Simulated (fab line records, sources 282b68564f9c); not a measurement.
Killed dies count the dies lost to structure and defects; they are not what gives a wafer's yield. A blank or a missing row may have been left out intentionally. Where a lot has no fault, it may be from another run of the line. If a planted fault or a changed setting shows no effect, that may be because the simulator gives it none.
Tool commonality check | flow ritCmos | Sample size 13 lots and 42 wafers

WHY THIS WAS OPENED
Flagged at RIT_CONTACT_CD_MEAS_08: reading cdNm, on 1 of 13 lots. No-fault wafers: 1000.3 nm, standard deviation 2.2.
Rule: flag the lot when none of its wafers has a number, or when each of its wafers that has one lies beyond 4 standard deviations from that mean. As for the other lots, they are considered sound.

lot  | measured    | on       | cdNm (nm), wafer by wafer                 | flag
L632 | day 3 05:13 | cdSem-02 | 1002.6 1002.2 1002.1                      | 
L633 | day 3 12:58 | cdSem-01 | 1004.9 1004.6 1004.4                      | 
L634 | day 3 15:44 | cdSem-01 | 999.2 1001.5 1000.3                       | 
L635 | day 3 19:05 | cdSem-02 | 1000.2 1003.3 1003.8                      | 
L636 | day 4 00:23 | cdSem-01 | 1001.3 1002.9 1002.4                      | 
L637 | day 4 05:28 | cdSem-01 | 1000.5 1001.8 1000.3                      | 
L638 | day 4 12:19 | cdSem-02 | 1004.4 1001.9 1003.9                      | 
L642 | day 5 08:29 | cdSem-01 | 1002.6 1002.3 1003.5                      | 
L643 | day 5 13:43 | cdSem-02 | 1000.9 999.5 1002.4                       | 
L644 | day 5 16:40 | cdSem-01 | 999.6 999.4 999.7                         | 
L648 | day 6 10:51 | cdSem-02 | 1150.6 1149.8 1150.1 1150.3 1150.2 1150.0 | FLAGGED
L649 | day 6 17:18 | cdSem-02 | 999.4 1000.5 998.3                        | 
L655 | day 7 22:16 | cdSem-02 | 998.1 1001.7 999.0                        | 
The numbers of the flagged lots are 1150.2 nm on average: +149.9 nm against the usual, or +68 standard deviations.

WHICH TOOL EACH LOT WENT THROUGH
The record holds 1 process step before the reading, out of a route of 202 steps. Read each cell as the tool, then ch plus the chambers that the sampled wafers visited, then the start.
lot  | flag    | RIT_CONTACT_EXPOSE_05
L632 |         | ilineStepper-01 ch 0, day 3 04:32
L633 |         | ilineStepper-02 ch 0, day 3 12:26
L634 |         | ilineStepper-01 ch 0, day 3 15:13
L635 |         | ilineStepper-02 ch 0, day 3 18:34
L636 |         | ilineStepper-01 ch 0, day 3 23:52
L637 |         | ilineStepper-01 ch 0, day 4 04:57
L638 |         | ilineStepper-01 ch 0, day 4 11:47
L642 |         | ilineStepper-02 ch 0, day 5 07:58
L643 |         | ilineStepper-02 ch 0, day 5 13:12
L644 |         | ilineStepper-02 ch 0, day 5 16:04
L648 | FLAGGED | ilineStepper-02 ch 0, day 6 10:20
L649 |         | ilineStepper-01 ch 0, day 6 16:47
L655 |         | ilineStepper-02 ch 0, day 7 21:43
What the steps here do:
- RIT_CONTACT_EXPOSE_05: exposes mask M11, target cd 1000 nm.
- RIT_CONTACT_CD_MEAS_08: target cd 1000 nm.

FLAGGED AGAINST TOTAL, ONE TOOL AT A TIME (gauges that did the reading follow at the end)
step                   | tool            | lots run | flagged | share of the flagged lots | sound lots run after its first flagged lot
RIT_CONTACT_EXPOSE_05  | ilineStepper-01 | 6        | 0       | none                      | -
RIT_CONTACT_EXPOSE_05  | ilineStepper-02 | 7        | 1       | all                       | 1 (L655)
RIT_CONTACT_CD_MEAS_08 | cdSem-01        | 6        | 0       | none                      | -
RIT_CONTACT_CD_MEAS_08 | cdSem-02        | 7        | 1       | all                       | 2 (L649,L655)

WHAT IS ALLOWED BY THE TABLE
In 2 table rows, all flagged lots were run: ilineStepper-02 (RIT_CONTACT_EXPOSE_05), cdSem-02 (RIT_CONTACT_CD_MEAS_08).
- ilineStepper-02 at RIT_CONTACT_EXPOSE_05: 1 of its 7 lots flagged. Lots that were sound ran on it after the first flagged one (L655); a persistent fault on the entire tool would not allow that.
- cdSem-02 at RIT_CONTACT_CD_MEAS_08: 1 of its 7 lots flagged. Lots that were sound ran on it after the first flagged one (L649, L655); a persistent fault on the entire tool would not allow that.
Not one row of the table ran every flagged lot while running no sound lot after the first.

WHAT THE SIMULATOR HAD PUT IN
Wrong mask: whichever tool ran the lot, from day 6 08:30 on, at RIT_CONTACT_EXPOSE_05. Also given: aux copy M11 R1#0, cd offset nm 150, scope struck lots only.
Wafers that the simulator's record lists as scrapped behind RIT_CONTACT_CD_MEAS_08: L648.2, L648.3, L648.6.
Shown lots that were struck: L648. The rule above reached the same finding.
